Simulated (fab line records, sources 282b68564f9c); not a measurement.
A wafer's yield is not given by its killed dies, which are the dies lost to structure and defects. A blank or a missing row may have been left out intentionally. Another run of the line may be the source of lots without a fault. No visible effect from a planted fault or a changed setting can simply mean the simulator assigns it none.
The tool behind it: which one?    flow rit-cmos    39 wafers from 13 lots sampled at 3 of the route's 202 steps

## WHAT THE GAUGES SHOWED, per wafer
RIT_PLDD_TW_MEAS_10.
lot   measured     on             PLDD_TW
L415  day 2 23:36  film-metro-04  2348 2352 2357
L416  day 3 03:29  film-metro-04  2319 2337 2327
L417  day 3 09:40  film-metro-04  2333 2319 2325
L418  day 3 16:09  film-metro-04  2333 2347 2331
L424  day 4 23:14  film-metro-01  2408 2408 2409
L425  day 5 03:50  film-metro-03  2454 2460 2459
L430  day 6 06:42  film-metro-01  2328 2321 2317
L432  day 6 21:38  film-metro-03  2394 2396 2398
L433  day 7 08:11  film-metro-03  2377 2389 2380
L434  day 7 13:05  film-metro-03  2395 2386 2401
L436  day 8 03:35  film-metro-01  2330 2326 2321
L438  day 8 09:16  film-metro-03  2375 2387 2372
L437  day 8 09:32  film-metro-01  2342 2332 2340

RIT_SDANNEAL_RS_MEAS_06: the measuring method here is four-point-probe.
lot   measured     on             PLDD_RS (ohm/sq)
L415  day 3 06:18  film-metro-03  178.3 178.2 178.6
L416  day 3 10:49  film-metro-03  178.6 179.2 179.4
L417  day 3 16:10  film-metro-03  179.5 179.6 179.8
L418  day 3 22:14  film-metro-01  178.2 178.8 178.5
L424  day 5 05:34  film-metro-04  171.6 171.8 171.6
L425  day 5 10:53  film-metro-04  171.5 172.0 172.3
L430  day 6 12:55  film-metro-03  178.7 178.9 178.9
L432  day 7 04:06  film-metro-01  179.1 178.2 179.0
L433  day 7 14:31  film-metro-03  179.5 178.2 179.1
L434  day 7 21:52  film-metro-03  179.2 178.6 178.6
L436  day 8 09:49  film-metro-03  178.6 178.2 178.6
L438  day 8 15:41  film-metro-04  178.4 178.6 178.8
L437  day 8 16:08  film-metro-01  178.8 178.7 178.7

## WHICH TOOL RAN EACH LOT (tool, then ch and the chambers of the sampled wafers, then the start)
lot   RIT_PLDD_IMPLANT_08
L415  implanter-03 ch 0, day 2 23:17
L416  implanter-03 ch 0, day 3 03:10
L417  implanter-01 ch 0, day 3 09:21
L418  implanter-01 ch 0, day 3 15:50
L424  implanter-01 ch 0, day 4 22:56
L425  implanter-01 ch 0, day 5 03:32
L430  implanter-02 ch 0, day 6 06:23
L432  implanter-02 ch 0, day 6 21:19
L433  implanter-02 ch 0, day 7 07:52
L434  implanter-02 ch 0, day 7 12:46
L436  implanter-01 ch 0, day 8 03:17
L438  implanter-02 ch 0, day 8 08:57
L437  implanter-01 ch 0, day 8 09:13
- RIT_PLDD_IMPLANT_08

## AS READ BY THE TOOLS THEMSELVES (means over the sampled wafers that have a number; for cases with no such wafer, the mark the record gives instead)
RIT_PLDD_IMPLANT_08.
lot   tool          beam-energy-keV
L415  implanter-03  19.996
L416  implanter-03  19.999
L417  implanter-01  19.993
L418  implanter-01  20.002
L424  implanter-01  22.184
L425  implanter-01  22.189
L430  implanter-02  20.001
L432  implanter-02  20.006
L433  implanter-02  19.996
L434  implanter-02  19.995
L436  implanter-01  20.003
L438  implanter-02  20.003
L437  implanter-01  20.000

## THE ANSWER, worked out from the rows above alone
Rule: the usual values come from the lots themselves. The widest of any qualifying gaps counts: lots, ordered by their means at a reading, are off when they make up no more than a third of the lots, leave a main group of 4 or more, and stand apart from it by 3 or more times the standard deviation of that group's means. If all means in a main group match to the digits the tables above print for the reading, that group is not used. A lot without any number at a reading at which 4 lots or more have one is off too. The other lots that the step has rows for count as sound. The gauges are gone through in route order, then the tools' own readings, and for those a lot's mean is taken as printed above. The first step at which some lot is off is used, and at that step the reading that is off furthest; a lot without a number counts as furthest.
Off: at RIT_SDANNEAL_RS_MEAS_06 (PLDD_RS), L424, L425. For the main group the mean is 178.8 ohm/sq and the standard deviation 0.33.
If a tool, at a process step before that reading, ran all the lots that are off and no sound lot after the first of them, it fits. The gauges at RIT_SDANNEAL_RS_MEAS_06 aren't tried: what is off there is off at RIT_PLDD_IMPLANT_08 too, on other tools, and a gauge's error can't cause that. Of those tried, none fits.

## WHAT THE SIMULATOR HAD PUT IN
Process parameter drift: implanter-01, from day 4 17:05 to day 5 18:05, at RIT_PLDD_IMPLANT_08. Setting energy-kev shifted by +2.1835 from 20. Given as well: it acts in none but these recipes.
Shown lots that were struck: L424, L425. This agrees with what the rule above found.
